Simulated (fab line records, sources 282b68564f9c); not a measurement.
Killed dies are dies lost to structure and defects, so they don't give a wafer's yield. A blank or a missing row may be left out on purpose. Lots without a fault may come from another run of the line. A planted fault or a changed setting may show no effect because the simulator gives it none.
fab line records | flow rit_cmos
record lots=5 wafers=23
route steps=202 shown ACTIVE@2 FOX2@26 NWELL@36 PWELL@47 NRETRO@61 PRETRO@65 GATE@81 NLDD@104 PLDD@122 M1@202
start_h: hours from the record's first day to the start of the lot's first wafer shown | wait_h: hours since the lot's step before | " the same as in the row above | L1.1+2: a row that stands for several wafers | - no value, or no start given | * or withheld: withheld | < > ~ a bound
route shown NAME@n: a module of which the file shows steps, and the number in the route of the first | usual: mean/standard deviation of fault-free wafers | same: alike in all rows | chamber/n: place in a boat | sites: the reading at each site | _std_site: their standard deviation | _edge_site: outer sites' mean less inner sites' | radius_mm: how far each site lies from the wafer's centre | mask NAME#n: copy n | behind: the tool/chamber that last shaped the wafer | hold: why the lot was held/for how many hours/how that ended | device: the transistor (n, p or np) that didn't switch | end of line: the same wafers' tests at the end of the route | a step without rows: its recipe alone | killed: dies lost to structure and defects at the first sort, not the wafer's yield | map: a wafer's dies, x killed, . not, _ none there
set.NAME: the setting as run; set.NAME@STEP: as run at that earlier step | model.NAME: the simulator's own value behind a step, which no gauge read
lots whose settings were changed on purpose; a table a step, a row a wafer
## steps
# step RIT_ACTIVE_OXIDATION_01
# recipe temp_c=1000 ambient=O2 target_thk_a=468 ox_time_s=3360
# columns lot.wafer tool chamber start_h wait_h set.temp_c model.SiO2_of_ACTIVE_OXIDATION_01.thk_nm
L075.1 - - - 0.1 1012 51.83
L075.2 " - " " 1012 51.7
L075.4 " - " " 1012 51.31
L075.5 " - " " 1012 51.52
L075.6 " - " " 1012 51.23
L078.1 - - - 0.1 970.4 35.24
L078.2 " - " " 970.4 34.93
L078.3 " - " " 970.4 35.11
L078.5 " - " " 970.4 34.65
L078.6 " - " " 970.4 34.82
L080.1 - - - 0.2 1023 59.06
L080.2 " - " " 1023 59.15
L080.3+5 " - " " 1023 58.54
L080.4 " - " " 1023 59.18
L081.1 - - - 0.1 989 42.81
L081.2 " - " " 989 43.46
L081.3 " - " " 989 42.09
L081.5 " - " " 989 42.56
L081.6 " - " " 989 41.83
L082.1 furnace-01 0 50.21 0.2 1000 45.78
L082.3 " 0 " " 1000 45.28
L082.6 " 0 " " 1000 45.57
# step RIT_ACTIVE_THK_MEAS_02
# recipe reads=SiO2_of_ACTIVE_OXIDATION_01
# usual ACTIVE_OXIDE_THK=46.0/1.1
# columns lot.wafer tool chamber start_h wait_h set.temp_c@ACTIVE_OXIDATION_01 ACTIVE_OXIDE_THK[nm]
L075.1 film_metro-04 - - - 1012 51.8
L075.2 " - " " 1012 51.7
L075.4 " - " " 1012 51.4
L075.5 " - " " 1012 51.5
L075.6 " - " " 1012 51.2
L078.1 film_metro-02 - - - 970.4 35.2
L078.2 " - " " 970.4 34.9
L078.3 " - " " 970.4 35.1
L078.5 " - " " 970.4 34.6
L078.6 " - " " 970.4 34.9
L080.1 film_metro-02 - - - 1023 59.1
L080.2 " - " " 1023 59.1
L080.3 " - " " 1023 58.6
L080.4 " - " " 1023 59.1
L080.5 " - " " 1023 58.5
L081.1 film_metro-01 - - - 989 42.8
L081.2 " - " " 989 43.5
L081.3 " - " " 989 42.1
L081.5 " - " " 989 42.5
L081.6 " - " " 989 41.9
L082.1 film_metro-04 - 52.15 0.0 1000 45.8
L082.3 " - " " 1000 45.3
L082.6 " - " " 1000 45.6
# step RIT_ACTIVE_ETCH_13
# recipe stop_on=SiO2 chemistry=SF6 target=Si3N4 time_s=210 over_etch_frac=0.4 SF6_flow_sccm=200 pressure_mtorr=260 rf_w=125 target_depth_a=2100
# columns lot.wafer tool chamber start_h wait_h set.time_s set.temp_c@ACTIVE_OXIDATION_01 model.SiO2_of_ACTIVE_OXIDATION_01.thk_nm
L075.1 rie_diel-03 0 19.71 0.1 229.4 1012 46.6
L075.2 " 1 " " 210 1012 51.7
L075.4 " 2 " " 210 1012 51.06
L075.5 " 2 " " 229.4 1012 44.98
L075.6 " 3 " " 210 1012 51.23
L078.1 rie_diel-02 1 34.83 0.1 210 970.4 33.37
L078.2 " 0 " " 210 970.4 34.93
L078.3 " 2 " " 210 970.4 35.11
L078.5 " 0 " " 210 970.4 34.65
L078.6 " 1 " " 210 970.4 32.96
L080.1 rie_diel-04 1 46.58 0.1 210 1023 56.23
L080.2 " 0 " " 210 1023 58.28
L080.3+5 " 2 " " 210 1023 58.54
L080.4 " 3 " " 210 1023 59.18
L081.1 rie_diel-03 1 51.37 0.1 210 989 42.81
L081.2 " 2 " " 198.2 989 43.46
L081.3 " 3 " " 210 989 42.09
L081.5 " 1 " " 210 989 42.56
L081.6 " 0 " " 198.2 989 41.83
L082.1 rie_diel-03 1 54.98 0.1 210 1000 45.78
L082.3 " 0 " " 210 1000 45.28
L082.6 " 1 " " 210 1000 45.57
# step RIT_FOX2_WET_ETCH_03
# recipe chemistry=H3PO4 target=Si3N4 target_depth_nm=195 temp_c=165 time_s=2700
# columns lot.wafer tool chamber start_h wait_h set.time_s set.temp_c@ACTIVE_OXIDATION_01 model.SiO2_of_ACTIVE_OXIDATION_01.thk_nm
L075.1 - - - 0.0 2448 1012 41.9
L075.2 " - " " 2448 1012 46.43
L075.4 " - " " 2448 1012 45.86
L075.5 " - " " 2448 1012 40.4
L075.6 " - " " 2448 1012 46.02
L078.1 - - - 0.0 2324 970.4 30.23
L078.2 " - " " 2324 970.4 31.64
L078.3 " - " " 2324 970.4 31.76
L078.5 " - " " 2324 970.4 31.37
L078.6 " - " " 2324 970.4 29.85
L080.1 - - - 0.0 2700 1023 50.08
L080.2 " - " " 2700 1023 51.91
L080.3 " - " " 2700 1023 52.14
L080.4 " - " " 2700 1023 52.69
L080.5 " - " " 2700 1023 52.12
L081.1 - - - 0.0 2560 989 38.26
L081.2 " - " " 2560 989 38.83
L081.3 " - " " 2560 989 37.62
L081.5 " - " " 2560 989 38.03
L081.6 " - " " 2560 989 37.38
L082.1 wet_bench-04 3 58.74 0.0 2700 1000 40.7
L082.3 " 3 " " 2700 1000 40.27
L082.6 " 3 " " 2700 1000 40.54
# step RIT_NWELL_IMPLANT_08
# recipe species=P energy_kev=170 dose_cm2=5e+13 tilt_deg=7
# columns lot.wafer tool chamber start_h wait_h set.energy_kev model.implant.rp_nm model.implant.drp_nm
L075.1+4 implanter-01 0 25.67 0.2 172.6 213.9 69.61
L075.2+5+6 " 0 " " 170 210.6 68.82
L078.1+2 implanter-01 0 42.31 0.2 170 213.3 68.82
L078.3+5+6 " 0 " " 177.1 222.5 70.97
L080.1+2+5 implanter-03 0 52.32 0.2 170 214.8 68.82
L080.3+4 " 0 " " 161 203.1 66.12
L081.1+5 implanter-03 0 57.23 0.2 170 218.6 68.82
L081.2+3+6 " 0 " " 162.3 208.4 66.52
L082.1+3+6 implanter-03 0 60.85 0.2 170 222.1 68.82
# step RIT_NWELL_STRIP_09
# recipe chemistry=O2 time_s=180 resist=NOVOLAK platen_temp_c=withheld power_w=500 pressure_mtorr=4000 o2_flow_sccm=4000
# step RIT_NWELL_TW_MEAS_10
# usual NWELL_TW=2144/7.5
# columns lot.wafer tool chamber start_h wait_h set.energy_kev@NWELL_IMPLANT_08 NWELL_TW
L075.1 film_metro-03 - 25.99 0.1 172.6 2166
L075.2 " - " " 170 2136
L075.4 " - " " 172.6 2143
L075.5 " - " " 170 2149
L075.6 " - " " 170 2146
L078.1 film_metro-02 - 42.63 0.1 170 2151
L078.2 " - " " 170 2148
L078.3 " - " " 177.1 2160
L078.5 " - " " 177.1 2165
L078.6 " - " " 177.1 2167
L080.1 film_metro-03 - 52.65 0.1 170 2139
L080.2 " - " " 170 2146
L080.3 " - " " 161 2110
L080.4 " - " " 161 2108
L080.5 " - " " 170 2136
L081.1 film_metro-02 - 57.55 0.1 170 2158
L081.2 " - " " 162.3 2116
L081.3 " - " " 162.3 2124
L081.5 " - " " 170 2144
L081.6 " - " " 162.3 2128
L082.1 film_metro-03 - 61.18 0.1 170 2137
L082.3 " - " " 170 2146
L082.6 " - " " 170 2128
# step RIT_PWELL_IMPLANT_08
# recipe species=B energy_kev=170 dose_cm2=7e+13 tilt_deg=7
# columns lot.wafer tool chamber start_h wait_h set.energy_kev model.implant.rp_nm model.implant.drp_nm
L075.1+2+6 implanter-01 0 27.47 0.2 163.1 460.8 101.4
L075.4+5 " 0 " " 170 475.3 102.9
L078.1+3+6 implanter-03 0 43.86 0.2 179.9 490.4 104.5
L078.2+5 " 0 " " 170 469.5 102.9
L080.1+2+3+4+5 implanter-02 0 53.87 0.2 170 489.2 102.9
L081.1+2+3+5+6 implanter-03 0 58.78 0.2 170 490.4 102.9
L082.1+3+6 implanter-03 0 62.55 0.2 170 495 102.9
# step RIT_NRETRO_IMPLANT_08
# recipe species=P energy_kev=70 dose_cm2=1e+13 tilt_deg=7
# columns lot.wafer tool chamber start_h wait_h set.energy_kev model.implant.rp_nm model.implant.drp_nm
L075.1+2+4+5+6 implanter-04 0 34.38 0.2 70 85.33 33.94
L078.1+2+3 implanter-02 0 50.86 0.2 71.99 88.37 34.75
L078.5+6 " 0 " " 70 85.86 33.94
L080.1+2 implanter-02 0 61.04 0.2 70 85.3 33.94
L080.3+4+5 " 0 " " 73.75 90 35.46
L081.1+2+3 implanter-02 0 66.08 0.2 70 82.33 33.94
L081.5+6 " 0 " " 73.64 86.73 35.41
L082.1+3+6 implanter-04 0 69.42 0.2 70 86.63 33.94
# step RIT_PRETRO_COAT_01
# recipe resist=NOVOLAK spin_rpm=2000 resist_thk_nm=1300
# columns lot.wafer tool chamber start_h wait_h set.resist_thk_nm model.NOVOLAK_of_PRETRO_COAT_01.thk_nm
L075.1 litho_track-03 0 34.92 0.1 1351 1350
L075.2 " 0 " " 1300 1299
L075.4 " 0 " " 1300 1298
L075.5 " 0 " " 1300 1300
L075.6 " 0 " " 1351 1352
L078.1 litho_track-01 0 51.40 0.1 1300 1297
L078.2 " 0 " " 1365 1361
L078.3 " 0 " " 1365 1364
L078.5+6 " 0 " " 1300 1298
L080.1 litho_track-02 0 61.58 0.1 1300 1301
L080.2 " 0 " " 1273 1267
L080.3+5 " 0 " " 1300 1298
L080.4 " 0 " " 1273 1274
L081.1+3 litho_track-01 0 66.61 0.1 1245 1251
L081.2 " 0 " " 1300 1305
L081.5 " 0 " " 1245 1249
L081.6 " 0 " " 1300 1304
L082.1+3 litho_track-01 0 69.98 0.1 1300 1297
L082.6 " 0 " " 1300 1295
# step RIT_PRETRO_SOFTBAKE_02
# recipe resist=NOVOLAK temp_c=90 time_s=60
# step RIT_PRETRO_EXPOSE_03
# recipe mask_id=M5 na=0.57 target_cd_nm=43700 dose_mj=250
# step RIT_PRETRO_DEVELOP_05
# recipe resist=NOVOLAK develop_time_s=68 dev_temp_c=23
# step RIT_PRETRO_HARDBAKE_07
# recipe resist=NOVOLAK temp_c=140 time_s=120
# columns lot.wafer tool chamber start_h wait_h set.resist_thk_nm@PRETRO_COAT_01 model.NOVOLAK_of_PRETRO_COAT_01.thk_nm
L075.1 litho_track-03 0 35.81 0.0 1351 1180
L075.2 " 0 " " 1300 1136
L075.4 " 0 " " 1300 1135
L075.5 " 0 " " 1300 1137
L075.6 " 0 " " 1351 1182
L078.1 litho_track-01 0 52.16 0.0 1300 1134
L078.2 " 0 " " 1365 1190
L078.3 " 0 " " 1365 1192
L078.5 " 0 " " 1300 1136
L078.6 " 0 " " 1300 1135
L080.1 litho_track-01 0 62.47 0.0 1300 1138
L080.2 " 0 " " 1273 1109
L080.3+5 " 0 " " 1300 1135
L080.4 " 0 " " 1273 1114
L081.1+3 litho_track-01 0 67.51 0.0 1245 1095
L081.2+6 " 0 " " 1300 1141
L081.5 " 0 " " 1245 1093
L082.1+3 litho_track-01 0 70.88 0.0 1300 1134
L082.6 " 0 " " 1300 1132
# step RIT_PRETRO_IMPLANT_08
# recipe species=B energy_kev=45 dose_cm2=1.2e+13 tilt_deg=7
# columns lot.wafer tool chamber start_h wait_h set.dose_cm2
L075.1+4+5 implanter-02 0 36.06 0.2 1.268e+13
L075.2+6 " 0 " " 1.2e+13
L078.1+6 implanter-04 0 52.41 0.2 1.114e+13
L078.2+3+5 " 0 " " 1.2e+13
L080.1+4 implanter-04 0 62.72 0.2 1.2e+13
L080.2+3+5 " 0 " " 1.289e+13
L081.1+5 implanter-02 0 67.76 0.2 1.135e+13
L081.2+3+6 " 0 " " 1.2e+13
L082.1+3+6 implanter-01 0 71.13 0.2 1.2e+13
# step RIT_PRETRO_STRIP_09
# recipe chemistry=O2 time_s=180 resist=NOVOLAK platen_temp_c=withheld power_w=500 pressure_mtorr=4000 o2_flow_sccm=4000
# step RIT_PRETRO_TW_MEAS_10
# usual PRETRO_TW=474/3.1
# columns lot.wafer tool chamber start_h wait_h set.dose_cm2@PRETRO_IMPLANT_08 PRETRO_TW
L075.1 film_metro-04 - 36.38 0.1 1.268e+13 480
L075.2 " - " " 1.2e+13 472
L075.4 " - " " 1.268e+13 479
L075.5 " - " " 1.268e+13 480
L075.6 " - " " 1.2e+13 468
L078.1 film_metro-01 - 52.74 0.1 1.114e+13 464
L078.2 " - " " 1.2e+13 478
L078.3 " - " " 1.2e+13 474
L078.5 " - " " 1.2e+13 479
L078.6 " - " " 1.114e+13 466
L080.1 film_metro-04 - 63.04 0.1 1.2e+13 470
L080.2 " - " " 1.289e+13 477
L080.3 " - " " 1.289e+13 477
L080.4 " - " " 1.2e+13 471
L080.5 " - " " 1.289e+13 481
L081.1 film_metro-01 - 68.08 0.1 1.135e+13 470
L081.2 " - " " 1.2e+13 476
L081.3 " - " " 1.2e+13 475
L081.5 " - " " 1.135e+13 468
L081.6 " - " " 1.2e+13 476
L082.1 film_metro-01 - 71.45 0.1 1.2e+13 475
L082.3 " - " " 1.2e+13 476
L082.6 " - " " 1.2e+13 477
# step RIT_GATE_OXIDATION_05
# recipe temp_c=900 ambient=O2 target_thk_a=30 ox_time_s=270
# columns lot.wafer tool chamber start_h wait_h set.temp_c model.SiO2_of_GATE_OXIDATION_05.thk_nm
L075.1 - - - 0.8 891.3 2.728
L075.2 " - " " 891.3 2.706
L075.4 " - " " 891.3 2.732
L075.5 " - " " 891.3 2.704
L075.6 " - " " 891.3 2.753
L078.1 - - - 0.1 921.2 3.775
L078.2 " - " " 921.2 3.793
L078.3 " - " " 921.2 3.769
L078.5 " - " " 921.2 3.817
L078.6 " - " " 921.2 3.827
L080.1 - - - 0.1 916 3.596
L080.2 " - " " 916 3.611
L080.3 " - " " 916 3.605
L080.4 " - " " 916 3.635
L080.5 " - " " 916 3.629
L081.1 - - - 0.1 879.6 2.324
L081.2 " - " " 879.6 2.384
L081.3 " - " " 879.6 2.335
L081.5 " - " " 879.6 2.412
L081.6 " - " " 879.6 2.367
L082.1 furnace-01 0 72.02 0.1 900 3.072
L082.3 " 0 " " 900 3.083
L082.6 " 0 " " 900 3.055
# step RIT_GATE_ANNEAL_06
# recipe temp_c=900 time_s=600 ambient=N2O
# step RIT_GATE_THK_MEAS_07
# recipe reads=SiO2_of_GATE_OXIDATION_05
# usual GATE_OXIDE_THK=3.02/0.064
# columns lot.wafer tool chamber start_h wait_h set.temp_c@GATE_OXIDATION_05 GATE_OXIDE_THK[nm]
L075.1 film_metro-03 - 40.23 0.0 891.3 2.72
L075.2 " - " " 891.3 2.76
L075.4 " - " " 891.3 2.71
L075.5 " - " " 891.3 2.72
L075.6 " - " " 891.3 2.78
L078.1 film_metro-02 - 55.06 0.0 921.2 3.76
L078.2 " - " " 921.2 3.78
L078.3 " - " " 921.2 3.80
L078.5 " - " " 921.2 3.78
L078.6 " - " " 921.2 3.83
L080.1 film_metro-02 - 64.93 0.0 916 3.55
L080.2 " - " " 916 3.63
L080.3 " - " " 916 3.65
L080.4 " - " " 916 3.66
L080.5 " - " " 916 3.65
L081.1 film_metro-03 - 70.12 0.0 879.6 2.34
L081.2 " - " " 879.6 2.43
L081.3 " - " " 879.6 2.33
L081.5 " - " " 879.6 2.40
L081.6 " - " " 879.6 2.32
L082.1 film_metro-04 - 73.34 0.0 900 3.06
L082.3 " - " " 900 3.07
L082.6 " - " " 900 3.01
# step RIT_GATE_DEVELOP_15
# recipe resist=NOVOLAK develop_time_s=50 dev_temp_c=23
# columns lot.wafer tool chamber start_h wait_h set.develop_time_s
L075.1+5+6 litho_track-01 0 - - 50
L075.2+4 " 0 " " 57.3
L078.1+2+5 litho_track-01 0 - - 55.47
L078.3+6 " 0 " " 50
L080.1+2+3 litho_track-04 0 - - 44.23
L080.4+5 " 0 " " 50
L081.1+2+6 litho_track-04 0 - - 50
L081.3+5 " 0 " " 44.39
L082.1+3+6 litho_track-02 0 - - 50
# step RIT_NLDD_COAT_01
# recipe resist=NOVOLAK spin_rpm=3250 resist_thk_nm=1000
# columns lot.wafer tool chamber start_h wait_h set.spin_rpm model.NOVOLAK_of_NLDD_COAT_01.thk_nm
L075.1 litho_track-03 0 46.69 0.1 3250 996.2
L075.2 " 0 " " 3443 973
L075.4 " 0 " " 3443 972.4
L075.5 " 0 " " 3250 1000
L075.6 " 0 " " 3443 971
L078.1 litho_track-03 0 61.84 0.1 3250 999.2
L078.2 " 0 " " 3111 1026
L078.3 " 0 " " 3250 999.5
L078.5 " 0 " " 3111 1021
L078.6 " 0 " " 3111 1022
L080.1 litho_track-04 0 71.48 0.1 3250 1002
L080.2 " 0 " " 3052 1032
L080.3 " 0 " " 3250 1003
L080.4 " 0 " " 3052 1035
L080.5 " 0 " " 3052 1036
L081.1 litho_track-04 0 76.68 0.1 3250 996.3
L081.2 " 0 " " 3250 994.5
L081.3 " 0 " " 3250 996.7
L081.5 " 0 " " 3250 999.5
L081.6 " 0 " " 3250 1001
L082.1 litho_track-03 0 80.55 0.1 3250 1003
L082.3 " 0 " " 3250 1004
L082.6 " 0 " " 3250 1005
# step RIT_NLDD_SOFTBAKE_02
# recipe resist=NOVOLAK temp_c=90 time_s=60
# step RIT_NLDD_EXPOSE_03
# recipe mask_id=M7 na=0.57 target_cd_nm=40700 dose_mj=250
# step RIT_NLDD_DEVELOP_05
# recipe resist=NOVOLAK develop_time_s=50 dev_temp_c=23
# step RIT_NLDD_HARDBAKE_07
# recipe resist=NOVOLAK temp_c=140 time_s=60
# columns lot.wafer tool chamber start_h wait_h set.spin_rpm@NLDD_COAT_01 model.NOVOLAK_of_NLDD_COAT_01.thk_nm
L075.1 litho_track-02 0 47.55 0.0 3250 880.5
L075.2 " 0 " " 3443 860.2
L075.4 " 0 " " 3443 859.7
L075.5 " 0 " " 3250 883.8
L075.6 " 0 " " 3443 858.4
L078.1 litho_track-02 0 62.70 0.0 3250 883.1
L078.2 " 0 " " 3111 906.2
L078.3 " 0 " " 3250 883.3
L078.5 " 0 " " 3111 902.5
L078.6 " 0 " " 3111 902.6
L080.1 litho_track-03 0 72.51 0.0 3250 885.1
L080.2 " 0 " " 3052 912
L080.3 " 0 " " 3250 886.7
L080.4 " 0 " " 3052 914
L080.5 " 0 " " 3052 915.5
L081.1 litho_track-02 0 77.42 0.0 3250 880.6
L081.2 " 0 " " 3250 879
L081.3 " 0 " " 3250 880.8
L081.5 " 0 " " 3250 883.4
L081.6 " 0 " " 3250 884.3
L082.1 litho_track-03 0 81.28 0.0 3250 886.7
L082.3 " 0 " " 3250 887.4
L082.6 " 0 " " 3250 887.9
# step RIT_PLDD_IMPLANT_08
# recipe species=BF2 energy_kev=20 dose_cm2=9e+14 tilt_deg=7
# columns lot.wafer tool chamber start_h wait_h set.energy_kev model.implant.rp_nm model.implant.drp_nm
L075.1+2+4+5+6 implanter-01 0 49.12 0.1 20 17 9.752
L078.1+3+6 implanter-03 0 64.39 0.1 20 16.81 9.752
L078.2+5 " 0 " " 18.98 16.13 9.399
L080.1+2+3+4+5 implanter-03 0 74.12 0.1 20 17.13 9.752
L081.1+3+5 implanter-02 0 79.11 0.1 19.42 16.88 9.552
L081.2+6 " 0 " " 20 17.27 9.752
L082.1+3+6 implanter-01 0 82.98 0.1 20 16.82 9.752
# step RIT_M1_PROBE_99
# columns lot.wafer tool chamber start_h wait_h set.temp_c@ACTIVE_OXIDATION_01 set.develop_time_s@GATE_DEVELOP_15 model.etest.nldd.width_nm model.etest.nmos_0p15.r_on_ohm_um model.etest.nmos_0p3.r_on_ohm_um model.etest.nmos_narrow.drive_ua_um model.etest.pldd.width_nm model.etest.pmos_0p15.r_on_ohm_um model.etest.pmos_0p3.r_on_ohm_um model.etest.pmos_turned.r_on_ohm_um
L075.1 prober-01 - 63.84 0.1 1012 50 3116 1124 2134 226.7 3107 2600 5824 3200
L075.2 prober-01 - 63.89 0.1 1012 57.3 3116 976.9 1947 251.3 3126 2080 5288 2655
L075.4 prober-01 - 63.99 0.2 1012 57.3 3114 978.6 1976 250.2 3116 2099 5442 2723
L075.5 prober-01 - 64.04 0.2 1012 50 3113 1124 2128 224.7 3116 2654 5828 3239
L075.6 prober-01 - 64.09 0.2 1012 50 3131 1114 2096 235.2 3122 2641 5883 3239
L078.1 prober-02 - 78.25 0.1 970.4 55.47 3275 1058 2270 202.2 3258 2626 6967 3415
L078.2 prober-02 - 78.30 0.1 970.4 55.47 3262 1034 2322 192.9 3281 2767 7197 3585
L078.3 prober-02 - 78.35 0.2 970.4 50 3276 1173 2431 187.5 3296 3043 7487 3837
L078.5 prober-02 - 78.45 0.2 970.4 55.47 3295 1045 2344 196.3 3270 2696 7194 3498
L078.6 prober-02 - 78.50 0.2 970.4 50 3277 1174 2430 186.8 3288 3205 7693 4020
L080.1 prober-02 - 90.96 0.1 1023 44.23 3021 1393 2744 131.6 3018 3670 8166 4357
L080.2 prober-02 - 91.01 0.1 1023 44.23 3019 1424 2817 126.7 3028 3638 8031 4387
L080.3 prober-02 - 91.06 0.2 1023 44.23 3035 1466 2829 129.8 3035 3726 8068 4478
L080.4 prober-02 - 91.11 0.2 1023 50 3035 1274 2601 140.5 3029 3114 7541 3889
L080.5 prober-02 - 91.16 0.2 1023 50 3053 1246 2624 139.1 3054 3048 7469 3804
L082.1 prober-02 - 99.04 0.1 1000 50 3182 1153 2166 228.1 3186 2859 6374 3520
L082.3 prober-02 - 99.14 0.2 1000 50 3200 1089 2113 226.3 3210 2823 6332 3525
L082.6 prober-02 - 99.29 0.2 1000 50 3196 1082 2115 228.3 3193 2768 6378 3436
# killed by level:class
L082.1 GATE:geometric_particle:short=2 REOX:geometric_particle:open=2 SILICIDE:geometric_particle:short=2 FOX1:geometric_particle:short=1 FOX2:geometric_particle:short=1
L082.3 FOX1:geometric_particle:short=2 GATE:geometric_particle:open=1 SPACER:geometric_particle:short=1 SPACER:geometric_particle:open=1 SILICIDE:geometric_particle:open=1
L082.6 GATE:geometric_particle:short=3 REOX:geometric_particle:short=2 REOX:geometric_particle:open=2 ACTIVE:geometric_particle:short=1 FOX1:geometric_particle:short=1 GATE:geometric_particle:open=1 SILICIDE:geometric_particle:open=1 SILICIDE:geometric_particle:short=1
## key
split step=RIT_ACTIVE_OXIDATION_01 setting=temp_c stated=1000 by=lot
response step=RIT_ACTIVE_OXIDATION_01 reading=model.SiO2_of_ACTIVE_OXIDATION_01.thk_nm change=+4.4 per=1% r=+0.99
response step=RIT_ACTIVE_THK_MEAS_02 reading=ACTIVE_OXIDE_THK change=+4.4 per=1% r=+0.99
response step=RIT_ACTIVE_ETCH_13 reading=model.SiO2_of_ACTIVE_OXIDATION_01.thk_nm change=+4.23 per=1% r=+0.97
response step=RIT_FOX2_WET_ETCH_03 reading=model.SiO2_of_ACTIVE_OXIDATION_01.thk_nm change=+3.7 per=1% r=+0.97
response step=RIT_M1_PROBE_99 reading=model.etest.nldd.width_nm change=-44.4 per=1% r=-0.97
response step=RIT_M1_PROBE_99 reading=model.etest.pldd.width_nm change=-44.8 per=1% r=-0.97
split step=RIT_ACTIVE_ETCH_13 setting=time_s stated=210 by=wafer
response none clear
split step=RIT_FOX2_WET_ETCH_03 setting=time_s stated=2700 by=lot
response none clear
split step=RIT_NWELL_IMPLANT_08 setting=energy_kev stated=170 by=wafer
response step=RIT_NWELL_IMPLANT_08 reading=model.implant.rp_nm change=+2.21 per=1% r=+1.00
response step=RIT_NWELL_IMPLANT_08 reading=model.implant.drp_nm change=+0.511 per=1% r=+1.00
response step=RIT_NWELL_TW_MEAS_10 reading=NWELL_TW change=+5.44 per=1% r=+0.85
split step=RIT_PWELL_IMPLANT_08 setting=energy_kev stated=170 by=wafer
response step=RIT_PWELL_IMPLANT_08 reading=model.implant.rp_nm change=+3.59 per=1% r=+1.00
response step=RIT_PWELL_IMPLANT_08 reading=model.implant.drp_nm change=+0.305 per=1% r=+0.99
split step=RIT_NRETRO_IMPLANT_08 setting=energy_kev stated=70 by=wafer
response step=RIT_NRETRO_IMPLANT_08 reading=model.implant.rp_nm change=+0.865 per=1% r=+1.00
response step=RIT_NRETRO_IMPLANT_08 reading=model.implant.drp_nm change=+0.284 per=1% r=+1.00
split step=RIT_PRETRO_COAT_01 setting=resist_thk_nm stated=1300 by=wafer
response step=RIT_PRETRO_COAT_01 reading=model.NOVOLAK_of_PRETRO_COAT_01.thk_nm change=+13 per=1% r=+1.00
response step=RIT_PRETRO_HARDBAKE_07 reading=model.NOVOLAK_of_PRETRO_COAT_01.thk_nm change=+11.2 per=1% r=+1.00
split step=RIT_PRETRO_IMPLANT_08 setting=dose_cm2 stated=1.2e+13 by=wafer
response step=RIT_PRETRO_TW_MEAS_10 reading=PRETRO_TW change=+1.37 per=1% r=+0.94
split step=RIT_GATE_OXIDATION_05 setting=temp_c stated=900 by=lot
response step=RIT_GATE_OXIDATION_05 reading=model.SiO2_of_GATE_OXIDATION_05.thk_nm change=+0.313 per=1% r=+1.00
response step=RIT_GATE_THK_MEAS_07 reading=GATE_OXIDE_THK change=+0.313 per=1% r=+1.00
split step=RIT_GATE_DEVELOP_15 setting=develop_time_s stated=50 by=wafer
response step=RIT_M1_PROBE_99 reading=model.etest.pmos_0p3.r_on_ohm_um change=-40.5 per=1% r=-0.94
response step=RIT_M1_PROBE_99 reading=model.etest.pmos_turned.r_on_ohm_um change=-40.8 per=1% r=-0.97
response step=RIT_M1_PROBE_99 reading=model.etest.nmos_0p3.r_on_ohm_um change=-12.3 per=1% r=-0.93
response step=RIT_M1_PROBE_99 reading=model.etest.pmos_0p15.r_on_ohm_um change=-41.8 per=1% r=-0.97
response step=RIT_M1_PROBE_99 reading=model.etest.nmos_0p15.r_on_ohm_um change=-11.6 per=1% r=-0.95
response step=RIT_M1_PROBE_99 reading=model.etest.nmos_narrow.drive_ua_um change=+1.18 per=1% r=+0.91
split step=RIT_NLDD_COAT_01 setting=spin_rpm stated=3250 by=wafer
response step=RIT_NLDD_COAT_01 reading=model.NOVOLAK_of_NLDD_COAT_01.thk_nm change=-4.95 per=1% r=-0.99
response step=RIT_NLDD_HARDBAKE_07 reading=model.NOVOLAK_of_NLDD_COAT_01.thk_nm change=-4.33 per=1% r=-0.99
split step=RIT_PLDD_IMPLANT_08 setting=energy_kev stated=20 by=wafer
response step=RIT_PLDD_IMPLANT_08 reading=model.implant.rp_nm change=+0.133 per=1% r=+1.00
response step=RIT_PLDD_IMPLANT_08 reading=model.implant.drp_nm change=+0.069 per=1% r=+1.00
